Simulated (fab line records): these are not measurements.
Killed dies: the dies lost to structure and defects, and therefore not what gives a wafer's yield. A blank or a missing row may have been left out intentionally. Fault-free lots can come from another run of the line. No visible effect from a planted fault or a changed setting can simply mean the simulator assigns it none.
Comparing a struck lot with a sound one + flow berkeley_cmos170 + 15 out of 331 route steps
Sound: wafers L129.2, L129.3, L129.6. Struck: wafer L137.1. Last of all comes the cause.
Order at every step that has rows: each side's tool, ch and its chambers, its first start. Under that, the readings that differ: sound wafers + struck wafers + difference of the means + sigmas: that difference in standard deviations of wafers without a fault.
alike: readings with means less than 2 such deviations apart, plus words and numbers identical on both sides. not compared: withheld readings, readings lacking a value on some wafer, bounds such as >300 that could conceal the same value, and numbers that have no deviation in the record and whose values overlap.
The two part at a step that has a row with sigmas, a row that says differs or no value, or rows on one side only. Non-overlapping numbers with no deviation appear without sigmas and do not part them. Lack of a reading on every wafer of one side parts them only where that side has two or more wafers.

first, 2 steps without rows for these wafers: UCB170_NLDD_PEB_04; UCB170_NLDD_DEVELOP_05 (develop time 45 s).
UCB170_NLDD_CD_MEAS_06 targets a cd of 1200 nm.
  sound: cd_sem-02 at day 8 08:22; struck: cd_sem-01 at day 10 01:46
| reading    | sound                | struck | difference | sigmas |
|------------|----------------------|--------|------------|--------|
| cd_nm (nm) | 1201.4 1200.1 1201.4 | 1203.6 | +2.6       | +2     |
UCB170_NLDD_OVL_MEAS_07:
  sound: overlay-02 at day 8 08:28; struck: overlay-02 at day 10 01:53
| reading       | sound     | struck | difference | sigmas |
|---------------|-----------|--------|------------|--------|
| NLDD_OVL (nm) | -1 -1 -10 | 9      | +13        | +3     |
then, 2 steps without rows for these wafers: UCB170_NLDD_IMPLANT_08; UCB170_NLDD_IMPLANT_09.
UCB170_NLDD_STRIP_10: strips in O2.
  sound on plasma_asher-02 ch 1, day 8 08:48; struck on plasma_asher-03 ch 0, day 10 02:13
| reading                      | sound             | struck | difference | sigmas |
|------------------------------|-------------------|--------|------------|--------|
| strip_time_to_endpoint_s (s) | 21.55 21.57 21.56 | 21.70  | +0.14      | +3     |
  alike: chamber_pressure_mTorr, drypump_motor_current_A, oes_product_au
  not compared: rf_hours_counter_h
UCB170_NLDD_TW_MEAS_11:
  sound: film_metro-04 at day 8 08:55; struck: film_metro-01 at day 10 02:19
| reading | sound          | struck | difference | sigmas |
|---------|----------------|--------|------------|--------|
| NLDD_TW | 2262 2277 2247 | 2219   | -43        | -2     |
then, 1 step without rows for these wafers: UCB170_NLDD_CLEAN_12 (cleans in SPM, time 600 s).
UCB170_SPACER_CVD_00: deposits SiO2 from TEOS/O2, target thk 376 nm, time 47 s.
  sound on pecvd-02 ch 0,1,2, day 8 09:08; struck on pecvd-02 ch 0, day 10 02:40
  alike: heater_power_w
UCB170_SPACER_THK_MEAS_01:
  sound: film_metro-04 at day 8 09:11; struck: film_metro-02 at day 10 02:42
  alike: SPACER_TEOS_THK
then, 1 step without rows for these wafers: UCB170_SPACER_ANNEAL_02 (time 1800 s).
UCB170_SPACER_ETCHBACK_03: etches SiO2 in CHF3/CF4/Ar, stops on Si, target depth 376 nm, time 100 s.
  sound on rie_diel-03 ch 0,2, day 8 16:23; struck on rie_diel-02 ch 2, day 10 07:42
| reading                  | sound             | struck | difference | sigmas |
|--------------------------|-------------------|--------|------------|--------|
| oes_product_au (a.u.)    | 0.897 0.916 0.905 | 0.725  | -0.181     | -12    |
| model.etch.depth_nm (nm) | 378.6 378.6 382.7 | 280.5  | -99.5      |        |
  alike: chamber_pressure_mTorr, drypump_motor_current_A, throttle_valve_pct
  not compared: rf_hours_counter_h
then, 1 step without rows for these wafers: UCB170_PSD_HMDS_00 (prime time 60 s).
UCB170_M3_PROBE_99:
  sound wafers here have rows in the record (prober-02, day 9 19:20); struck ones have none

## WHERE THEY PART
Earliest at UCB170_NLDD_CD_MEAS_06; latest, in this record, at UCB170_M3_PROBE_99.

WHY: what the simulator had put in
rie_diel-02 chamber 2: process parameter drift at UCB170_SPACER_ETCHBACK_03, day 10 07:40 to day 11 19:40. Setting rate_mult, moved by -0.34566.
